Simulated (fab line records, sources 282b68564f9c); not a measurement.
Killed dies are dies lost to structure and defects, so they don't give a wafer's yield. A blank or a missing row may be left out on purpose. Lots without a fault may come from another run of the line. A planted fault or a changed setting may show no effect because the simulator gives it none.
fab line records | flow rit_cmos
record lots=13 wafers=39 last_day=7
route steps=202 shown GATE@84
lots that met no fault: from a run of the same line without faults
start_h: hours from the record's first day to the start of the lot's first wafer shown | wait_h: hours since the lot's step before | " the same as in the row above | L1.1+2: a row that stands for several wafers | - no value, or no start given | * or withheld: withheld | < > ~ a bound
route shown NAME@n: a module of which the file shows steps, and the number in the route of the first | usual: mean/standard deviation of fault-free wafers | same: alike in all rows | chamber/n: place in a boat | sites: the reading at each site | _std_site: their standard deviation | _edge_site: outer sites' mean less inner sites' | radius_mm: how far each site lies from the wafer's centre | mask NAME#n: copy n | behind: the tool/chamber that last shaped the wafer | hold: why the lot was held/for how many hours/how that ended | device: the transistor (n, p or np) that didn't switch | end of line: the same wafers' tests at the end of the route | a step without rows: its recipe alone | killed: dies lost to structure and defects at the first sort, not the wafer's yield | map: a wafer's dies, x killed, . not, _ none there
set.NAME: the setting as run; set.NAME@STEP: as run at that earlier step | model.NAME: the simulator's own value behind a step, which no gauge read
steps of the route over a sample of lots; a table a step, a row a wafer
services: from which hour (start_h, from the record's first day; less than 0 if before it) a tool's chamber was out of use, for how many hours, and why
## steps
# step RIT_GATE_CVD_08
# recipe material=poly-Si target_thk_nm=250 temp_c=610 precursor=SiH4 time_s=2220 pressure_mtorr=300 sih4_flow_sccm=100
# usual pressure_mtorr=300.0/0.66
# columns lot.wafer tool chamber start_h wait_h pressure_mtorr
L305.2 lpcvd-02 0 33.97 0.0 298.9
L305.3 " 0 " " 299.6
L305.4 " 0 " " 298.7
L306.1 lpcvd-01 0 39.41 0.1 300.4
L306.3 " 0 " " 300.6
L306.4 " 0 " " 300.4
L307.1 lpcvd-02 1 44.09 0.1 300.3
L307.3 " 1 " " 300.1
L307.6 " 1 " " 299.8
L308.1 lpcvd-02 1 51.59 0.1 300.9
L308.2 " 1 " " 300.7
L308.5 " 1 " " 300.9
L309.3 lpcvd-01 1 54.36 0.2 299.9
L309.4 " 1 " " 299.8
L309.6 " 1 " " 299.8
L311.3 lpcvd-02 0 64.67 0.0 299.9
L311.4 " 0 " " 299.3
L311.6 " 0 " " 300.5
L313.2 lpcvd-02 0 74.46 0.0 301.2
L313.4 " 0 " " 299.9
L313.6 " 0 " " 301.3
L314.3 lpcvd-01 1 78.32 0.0 299.4
L314.4 " 1 " " 299.4
L314.5 " 1 " " 299.3
L316.1 lpcvd-02 1 92.07 0.1 300.4
L316.3 " 1 " " 299.8
L316.6 " 1 " " 299.9
L317.2 lpcvd-02 1 94.73 0.0 299.1
L317.4 " 1 " " 299.3
L317.5 " 1 " " 298.4
L318.1 lpcvd-01 1 98.44 0.1 299.6
L318.3 " 1 " " 300.5
L318.5 " 1 " " 299.7
L324.2 lpcvd-01 0 130.45 0.0 239.9
L324.5 " 0 " " 239.4
L324.6 " 0 " " 239.8
L326.1 lpcvd-02 0 138.57 0.1 299.0
L326.4 " 0 " " 299.0
L326.5 " 0 " " 299.4
# step RIT_GATE_THK_MEAS_09
# recipe reads=poly-Si_of_GATE_CVD_08
# usual GATE_POLY_THK=250.2/2
# columns lot.wafer tool chamber start_h wait_h GATE_POLY_THK[nm]
L305.2 film_metro-02 - 36.40 0.0 251.6
L305.3 " - " " 250.4
L305.4 " - " " 249.5
L306.1 film_metro-02 - 41.84 0.0 247.6
L306.3 " - " " 248.5
L306.4 " - " " 249.2
L307.1 film_metro-02 - 45.70 0.0 251.2
L307.3 " - " " 249.8
L307.6 " - " " 250.1
L308.1 film_metro-02 - 54.01 0.0 248.4
L308.2 " - " " 248.6
L308.5 " - " " 247.8
L309.3 film_metro-01 - 56.80 0.0 252.9
L309.4 " - " " 253.5
L309.6 " - " " 251.0
L311.3 film_metro-02 - 66.31 0.0 248.7
L311.4 " - " " 248.9
L311.6 " - " " 249.5
L313.2 film_metro-02 - 76.08 0.0 247.1
L313.4 " - " " 246.1
L313.6 " - " " 247.8
L314.3 film_metro-03 - 80.77 0.0 249.2
L314.4 " - " " 249.4
L314.5 " - " " 248.8
L316.1 film_metro-01 - 93.69 0.0 249.7
L316.3 " - " " 248.1
L316.6 " - " " 251.4
L317.2 film_metro-01 - 96.36 0.0 247.8
L317.4 " - " " 249.5
L317.5 " - " " 249.2
L318.1 film_metro-01 - 100.06 0.0 250.7
L318.3 " - " " 252.2
L318.5 " - " " 250.1
L324.2 film_metro-02 - 132.08 0.0 225.1
L324.5 " - " " 223.5
L324.6 " - " " 227.5
L326.1 film_metro-02 - 140.19 0.0 248.6
L326.4 " - " " 245.7
L326.5 " - " " 247.5
# step RIT_GATE_ETCH_19
# recipe chemistry=SF6/CHF3/O2 time_s=165 SF6_flow_sccm=30 CHF3_flow_sccm=30 O2_flow_sccm=5 target=poly-Si pressure_mtorr=40 rf_w=160 target_depth_a=3125 over_etch_frac=0.25 stop_on=SiO2
# usual drypump_motor_current_A=5.41/0.29 oes_product_au=0.854/0.012 throttle_valve_pct=10.25/0.089
# columns lot.wafer tool chamber start_h wait_h drypump_motor_current_A oes_product_au rf_hours_counter_h throttle_valve_pct
L305.2 rie_si-02 3 37.73 0.1 5.57 0.832 153 10.14
L305.3 " 2 " " 5.65 0.868 65 10.34
L305.4 " 2 " " 5.64 0.868 - 10.36
L306.1 rie_si-01 2 43.33 0.1 5.40 0.861 24 10.16
L306.3 " 1 " " 5.51 0.843 122 10.38
L306.4 " 0 " " 4.82 0.849 66 10.20
L307.1 rie_si-02 1 46.92 0.1 5.31 0.847 2 10.21
L307.3 " 3 " " 5.59 0.840 154 10.15
L307.6 " 2 " " 5.66 0.863 - 10.34
L308.1 rie_si-01 0 55.42 0.1 4.82 0.847 66 10.22
L308.2 " 3 " " 5.27 0.851 72 10.28
L308.5 " 1 " " 5.49 0.846 - 10.41
L309.3 rie_si-02 1 58.36 0.1 5.31 0.853 2 10.22
L309.4 " 2 " " 5.66 0.878 - 10.34
L309.6 " 3 " " 5.58 0.842 - 10.16
L311.3 rie_si-02 0 67.50 0.1 5.87 0.834 15 10.17
L311.4 " 2 " " 5.65 0.864 - 10.35
L311.6 " 0 " " 5.89 0.849 - 10.17
L313.2 rie_si-02 2 77.29 0.1 5.66 0.852 65 10.35
L313.4 " 3 " " 5.57 0.829 154 10.14
L313.6 " 2 " " 5.65 0.866 - 10.34
L314.3 rie_si-01 2 82.09 0.1 5.36 0.865 24 10.18
L314.4 " 0 " " 4.83 0.847 66 10.22
L314.5 " 1 " " 5.51 0.848 - 10.40
L316.1 rie_si-01 0 95.03 0.1 4.81 0.847 66 10.20
L316.3 " 1 " " 5.49 0.834 123 10.40
L316.6 " 3 " " 5.26 0.850 - 10.28
L317.2 rie_si-02 0 97.69 0.1 5.89 0.838 15 10.16
L317.4 " 0 " " 5.87 0.852 - 10.18
L317.5 " 2 " " 5.64 0.871 - 10.36
L318.1 rie_si-01 0 101.48 0.1 4.83 0.838 66 10.21
L318.3 " 3 " " 5.28 0.854 72 10.27
L318.5 " 1 " " 5.48 0.847 - 10.40
L324.2 rie_si-01 1 133.41 0.1 5.47 0.782 123 10.40
L324.5 " 1 " " 5.48 0.791 - 10.40
L324.6 " 0 " " 4.83 0.793 - 10.20
L326.1 rie_si-01 0 141.41 0.1 4.82 0.845 67 10.20
L326.4 " 1 " " 5.49 0.836 123 10.41
L326.5 " 2 " " 5.38 0.863 - 10.16
## services
# columns tool chamber start_h hours kind
rie_si-02 0 32.10 32.8 repair
rie_si-01 0 43.93 6.8 repair
rie_si-02 1 65.82 4.9 repair
rie_si-01 2 86.25 22.7 repair
rie_si-02 3 94.46 - clean
rie_si-02 3 94.46 22.3 scheduled_down
rie_si-02 3 94.46 22.3 vent_cycle
lpcvd-02 - 99.32 0.5 repair
## key
first_sign step=RIT_GATE_CVD_08 reading=pressure_mtorr direction=down sigmas=91 usual=300.0 struck=239.7
effect step=RIT_GATE_THK_MEAS_09 reading=GATE_POLY_THK direction=down sigmas=12 usual=250.2 struck=225.4
effect step=RIT_GATE_ETCH_19 reading=oes_product_au direction=down sigmas=5.5 usual=0.854 struck=0.788
met_at RIT_GATE_CVD_08
struck_lots L324
struck_wafers L324.2,L324.5,L324.6
tester_left_out L324
onset_between 39.41 130.45
fault kind=process_parameter_drift tool=lpcvd-01 chamber=0 onset_h=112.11 steps=RIT_GATE_CVD_08 channel=pressure_mtorr offset=-60 shape=step end_h=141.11 acts_in=these_recipes_only stated=300
# tester_left_out: of these lots the tester's yield and bins aren't shown, on N5 and GAA mostly nor the transistor test; their killed dies are dies lost to structure and defects alone, not to doping, threshold or leakage, so they don't give the yield
